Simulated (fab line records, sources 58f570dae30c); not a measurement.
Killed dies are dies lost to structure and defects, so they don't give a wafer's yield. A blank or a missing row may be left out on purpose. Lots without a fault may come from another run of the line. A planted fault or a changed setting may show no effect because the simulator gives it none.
Which tool did it? | flow berkeley_cmos170 | 15 lots, 45 wafers sampled, at 5 steps of a route of 331

WHAT THE GAUGES READ, wafer by wafer
UCB170_START_THK_MEAS_03.
lot  | measured    | on            | START_OXIDE_THK (nm)
L303 | day 1 18:10 | film_metro-03 | 20.2 19.9 20.2
L304 | day 1 23:30 | film_metro-03 | 19.7 20.1 19.7
L305 | day 2 05:50 | film_metro-02 | 20.3 20.1 20.5
L306 | day 2 09:57 | film_metro-03 | 20.3 20.3 20.1
L308 | day 2 18:58 | film_metro-02 | 19.9 20.0 20.0
L310 | day 3 06:40 | film_metro-04 | 21.1 20.8 21.0
L313 | day 3 21:04 | film_metro-02 | 20.3 20.4 20.2
L316 | day 4 12:04 | film_metro-04 | 20.3 20.6 20.4
L317 | day 4 17:44 | film_metro-04 | 20.1 20.3 20.6
L318 | day 4 21:23 | film_metro-02 | 20.5 20.3 20.6
L319 | day 5 01:35 | film_metro-03 | 20.9 20.6 20.6
L321 | day 5 13:47 | film_metro-02 | 20.7 21.1 20.7
L322 | day 5 17:47 | film_metro-03 | 21.3 20.9 21.2
L323 | day 5 22:53 | film_metro-04 | 20.6 20.0 19.8
L325 | day 6 08:49 | film_metro-04 | 20.7 20.6 20.4

UCB170_WELLDRIVE_THK_MEAS_02.
lot  | measured    | on            | WELLDRIVE_OXIDE_THK (nm)
L303 | day 3 17:37 | film_metro-02 | 205 210 208
L304 | day 3 17:37 | film_metro-01 | 203 203 201
L305 | day 4 02:46 | film_metro-03 | 203 204 207
L306 | day 4 07:24 | film_metro-01 | 199 203 205
L308 | day 4 13:22 | film_metro-01 | 199 196 199
L310 | day 5 02:38 | film_metro-03 | 191 197 192
L313 | day 6 00:08 | film_metro-03 | 311 309 310
L316 | day 6 16:01 | film_metro-02 | 314 306 312
L317 | day 7 01:18 | film_metro-02 | 306 312 309
L318 | day 6 11:10 | film_metro-01 | 204 204 205
L319 | day 7 02:00 | film_metro-03 | 200 200 197
L321 | day 7 18:05 | film_metro-01 | 202 202 200
L322 | day 7 14:50 | film_metro-01 | 202 203 200
L323 | day 7 18:04 | film_metro-02 | 202 201 201
L325 | day 8 01:47 | film_metro-02 | 197 199 197

UCB170_ACTIVE_THK_MEAS_03.
lot  | measured    | on            | ACTIVE_OXIDE_THK (nm)
L303 | day 4 00:50 | film_metro-02 | 26.0 26.3 26.1
L304 | day 4 00:50 | film_metro-03 | 26.9 26.7 26.9
L305 | day 4 10:17 | film_metro-04 | 26.7 26.3 26.5
L306 | day 4 14:45 | film_metro-03 | 27.0 27.2 27.3
L308 | day 4 23:26 | film_metro-04 | 27.0 27.2 27.6
L310 | day 5 10:01 | film_metro-03 | 25.9 26.8 26.5
L313 | day 6 07:21 | film_metro-02 | 27.1 27.6 27.3
L316 | day 6 21:55 | film_metro-03 | 26.5 27.0 26.3
L317 | day 7 05:55 | film_metro-03 | 26.8 27.0 26.9
L318 | day 6 17:17 | film_metro-02 | 27.4 28.0 27.9
L319 | day 7 09:36 | film_metro-02 | 26.3 26.7 26.5
L321 | day 7 23:28 | film_metro-03 | 26.9 26.5 27.0
L322 | day 7 23:23 | film_metro-04 | 26.7 27.1 27.1
L323 | day 7 23:26 | film_metro-04 | 27.5 27.1 27.2
L325 | day 8 13:25 | film_metro-03 | 27.0 27.1 26.8

WHICH TOOL RAN EACH LOT (tool, then ch and the chambers of the sampled wafers, then the start)
lot  | UCB170_NWELL_ETCH_13              | UCB170_WELLDRIVE_OXIDATION_01
L303 | rie_diel-02 ch 0,1,2, day 2 11:24 | furnace-02 ch 0, day 3 14:07
L304 | rie_diel-03 ch 0,3, day 2 15:33   | furnace-02 ch 0, day 3 14:07
L305 | rie_diel-02 ch 1,2,3, day 2 22:15 | furnace-02 ch 0, day 3 23:16
L306 | rie_diel-02 ch 0,1,2, day 3 03:24 | furnace-03 ch 0, day 4 03:53
L308 | rie_diel-02 ch 0,2,3, day 3 12:45 | furnace-02 ch 0, day 4 09:52
L310 | rie_diel-04 ch 0,3, day 3 23:42   | furnace-02 ch 0, day 4 23:07
L313 | rie_diel-02 ch 1,2, day 4 14:25   | furnace-04 ch 0, day 5 16:25 and furnace-02 ch 0, day 5 20:34
L316 | rie_diel-03 ch 2,3, day 5 08:11   | furnace-03 ch 0, day 6 07:40
L317 | rie_diel-04 ch 0,1,2, day 5 10:41 | furnace-03 ch 0, day 6 17:03
L318 | rie_diel-02 ch 1,2, day 5 10:05   | furnace-03 ch 0, day 6 07:40
L319 | rie_diel-04 ch 1,2,3, day 5 18:28 | furnace-04 ch 0, day 6 22:30
L321 | rie_diel-04 ch 1,2,3, day 6 09:31 | furnace-03 ch 0, day 7 14:34
L322 | rie_diel-02 ch 0,3, day 6 09:14   | furnace-02 ch 0, day 7 11:19
L323 | rie_diel-02 ch 0,1, day 6 16:17   | furnace-03 ch 0, day 7 14:34
L325 | rie_diel-03 ch 1,2, day 6 21:53   | furnace-04 ch 0, day 7 22:17
- UCB170_NWELL_ETCH_13: etches Si3N4 in CH3F/Ar/O2, stops on SiO2, target depth 246.4 nm, time 154 s.
- UCB170_WELLDRIVE_OXIDATION_01: target thk 199 nm, ox time 9000 s.

WHAT THE TOOLS THEMSELVES READ (means of the sampled wafers that have a number; where no wafer has one, the mark that the record gives instead)
UCB170_NWELL_ETCH_13.
lot  | tool        | drypump_motor_current_A (A) | mfc_ar_sccm (sccm) | oes_product_au (a.u.) | throttle_valve_pct (%)
L303 | rie_diel-02 | 5.9                         | 50.00              | 0.938                 | 7.98
L304 | rie_diel-03 | 6.2                         | 49.94              | 0.915                 | 7.91
L305 | rie_diel-02 | 6.0                         | 49.92              | 0.949                 | 7.91
L306 | rie_diel-02 | 5.9                         | 49.86              | 0.946                 | 7.99
L308 | rie_diel-02 | 5.7                         | 50.08              | 0.942                 | 8.00
L310 | rie_diel-04 | 5.8                         | 50.15              | 0.957                 | 8.23
L313 | rie_diel-02 | 6.2                         | 50.12              | 0.947                 | 7.82
L316 | rie_diel-03 | 6.0                         | 50.11              | 0.941                 | 7.93
L317 | rie_diel-04 | 5.8                         | 50.07              | 0.943                 | 8.19
L318 | rie_diel-02 | 6.2                         | 49.98              | 0.950                 | 7.90
L319 | rie_diel-04 | 5.7                         | 50.00              | 0.952                 | 8.13
L321 | rie_diel-04 | 5.7                         | 49.90              | 0.952                 | 8.14
L322 | rie_diel-02 | 5.4                         | 50.06              | 0.936                 | 8.17
L323 | rie_diel-02 | 5.9                         | 50.09              | 0.936                 | 8.05
L325 | rie_diel-03 | 6.0                         | 49.87              | 0.930                 | 8.02

UCB170_WELLDRIVE_OXIDATION_01.
lot  | tool                  | zone_power_centre_pct (%)
L303 | furnace-02            | 52.5
L304 | furnace-02            | 52.2
L305 | furnace-02            | 52.1
L306 | furnace-03            | 48.7
L308 | furnace-02            | 52.7
L310 | furnace-02            | 51.8
L313 | furnace-04/furnace-02 | 52.8
L316 | furnace-03            | 48.2
L317 | furnace-03            | 48.1
L318 | furnace-03            | 48.7
L319 | furnace-04            | 53.8
L321 | furnace-03            | 47.9
L322 | furnace-02            | 52.2
L323 | furnace-03            | 48.8
L325 | furnace-04            | 53.8

THE ANSWER, worked out from the rows above alone
Rule: what is usual is taken from the lots themselves. Put in order of their means at a reading, lots are off if they are a third of the lots or fewer, leave a main group of 4 or more, and stand apart from it by a gap of 3 or more times the standard deviation of the main group's means; of several such gaps the widest counts. A main group whose means are all the same, to the digits that the tables above print for the reading, isn't used. A lot without any number at a reading at which 4 lots or more have one is off too. The other lots that the step has rows for count as sound. The gauges are gone through in route order, then the tools' own readings, and for those a lot's mean is taken as printed above. The first step at which some lot is off is used, and at that step the reading that is off furthest; a lot without a number counts as furthest.
Off: L313, L316, L317, at UCB170_WELLDRIVE_THK_MEAS_02 (WELLDRIVE_OXIDE_THK). The main group: mean 201 nm, standard deviation 3.6.
A tool fits if, at a process step before that reading, it ran every lot that is off, and no sound lot after the first of them. The gauges at UCB170_WELLDRIVE_THK_MEAS_02 are tried like those tools. None of those tried fits.

WHAT THE SIMULATOR HAD PUT IN
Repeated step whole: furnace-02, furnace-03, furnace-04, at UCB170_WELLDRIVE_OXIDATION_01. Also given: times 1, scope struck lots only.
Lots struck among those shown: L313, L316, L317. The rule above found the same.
